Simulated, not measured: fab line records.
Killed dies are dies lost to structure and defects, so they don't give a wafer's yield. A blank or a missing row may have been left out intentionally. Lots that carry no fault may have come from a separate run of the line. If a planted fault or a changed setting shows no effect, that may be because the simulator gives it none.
Split-lot study    flow berkeleyCmos170    5 lots, 23 wafers read, on a route of 331 steps

## THE SPLIT
At UCB170_M1_PEB_07, the setting pebTempC was moved away from the recipe's 130 C on 10 of the 23 wafers read, by -2.8% to +2.3%. For the rest of the wafers, this setting stayed at what the recipe calls for.

## FROM THE SPLIT TO THE READING: what the file shows between them, 5 steps
- UCB170_M1_DEVELOP_08: develop time 45 s
- UCB170_M1_CD_MEAS_09: target cd 700 nm
- UCB170_M1_ETCH_11: etches BARC in N2/H2
- UCB170_M1_METAL_ETCH_12: etches Al in Cl2/BCl3, stops on PSG, target depth 780 nm, time 130 s
- UCB170_M1_STRIP_13: strips in O2

## THE READING
At UCB170_M1_CD_MEAS_90: cdNm in nanometres, against a target cd of 700 nm. On this fab line, fault-free wafers typically give 699.7 nm with a standard deviation of 2.8 nm.

wafer   tool, chamber at the split  pebTempC as run, C  against the recipe  cdNm, nm  against lot-mates on the recipe
L075.1  lithoTrack-04, 0            130                 recipe              703.4     -
L075.2  lithoTrack-04, 0            130                 recipe              701.9     -
L075.3  lithoTrack-04, 0            130                 recipe              701.2     -
L075.4  lithoTrack-04, 0            126.3               -2.8%               728.4     +26.2
L075.5  lithoTrack-04, 0            126.3               -2.8%               730.8     +28.6
L079.1  lithoTrack-01, 0            130                 recipe              704.4     -
L079.2  lithoTrack-01, 0            130                 recipe              711.0     -
L079.3  lithoTrack-01, 0            133                 +2.3%               686.9     -18.4
L079.4  lithoTrack-01, 0            130                 recipe              700.5     -
L079.6  lithoTrack-01, 0            133                 +2.3%               689.1     -16.2
L080.2  lithoTrack-04, 0            130                 recipe              700.2     -
L080.3  lithoTrack-04, 0            130                 recipe              697.6     -
L080.4  lithoTrack-04, 0            130                 recipe              700.8     -
L081.1  lithoTrack-01, 0            128.1               -1.5%               716.7     +16.2
L081.3  lithoTrack-01, 0            130                 recipe              700.1     -
L081.4  lithoTrack-01, 0            128.1               -1.5%               715.7     +15.2
L081.5  lithoTrack-01, 0            130                 recipe              700.9     -
L081.6  lithoTrack-01, 0            128.1               -1.5%               714.2     +13.7
L082.1  lithoTrack-01, 0            126.8               -2.5%               732.7     +27.0
L082.2  lithoTrack-01, 0            130                 recipe              702.2     -
L082.4  lithoTrack-01, 0            130                 recipe              709.2     -
L082.5  lithoTrack-01, 0            126.8               -2.5%               725.4     +19.7
L082.6  lithoTrack-01, 0            126.8               -2.5%               722.4     +16.7

FIT RESULTS
A straight line over all 23 wafers: cdNm changes by -8.6 nm for each +1% of pebTempC; r = -0.96; the points scatter about the line by 3.8 nm.
The same after taking each lot's own level away (the mean of its wafers on the recipe; 23 wafers): -8.72 nm for each +1%; r = -0.97; scatter 3 nm.
According to that fit, moving pebTempC by its largest amount changes the reading by 25 nm.
The span of the lots' own levels, 699.53 to 705.70 nm, comes to 2.2 times the standard deviation stated above.
Hence the lot-to-lot level has little effect on the slope; both slopes agree.
Check: for one of the wafers moved furthest among these (-2.8%), held out of the fit, the line's prediction against its lot-mates is +25.4 nm. Against them it came out at +26.2 nm.

## OTHER SPLITS ON THESE WAFERS
These wafers also went through other splits before the reading. Each is held against what the fit with the lots' levels taken away leaves over:
other split on the same wafers  wafers away from the commonest value  r with cdNm (lot level and that fit taken away)
UCB170_CONTACT_COAT_04 spinRpm  5                                     -0.01
UCB170_CONTACT_PEB_13 pebTempC  5                                     -0.45

## THE WHOLE CHAIN: every reading that the file lists as answering this split, in the file's order
step                     what it does                                                          reading                                                   change (the file's fit)               r (the file's)
UCB170_M1_CD_MEAS_09     target cd 700 nm                                                      cdNm                                                      -8.7 nm for each +1% of the setting   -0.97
UCB170_M1_ETCH_11        etches BARC in N2/H2                                                  M1.cdNm (the simulator's own value, which no gauge read)  -8.72 nm for each +1% of the setting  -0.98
UCB170_M1_METAL_ETCH_12  etches Al in Cl2/BCl3, stops on PSG, target depth 780 nm, time 130 s  M1.cdNm (the simulator's own value, which no gauge read)  -8.87 nm for each +1% of the setting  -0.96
UCB170_M1_CD_MEAS_90     target cd 700 nm                                                      cdNm                                                      -8.89 nm for each +1% of the setting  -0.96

## THE FILE'S OWN FIT
cdNm changes by -8.89 nm for each +1% of pebTempC, r = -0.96.
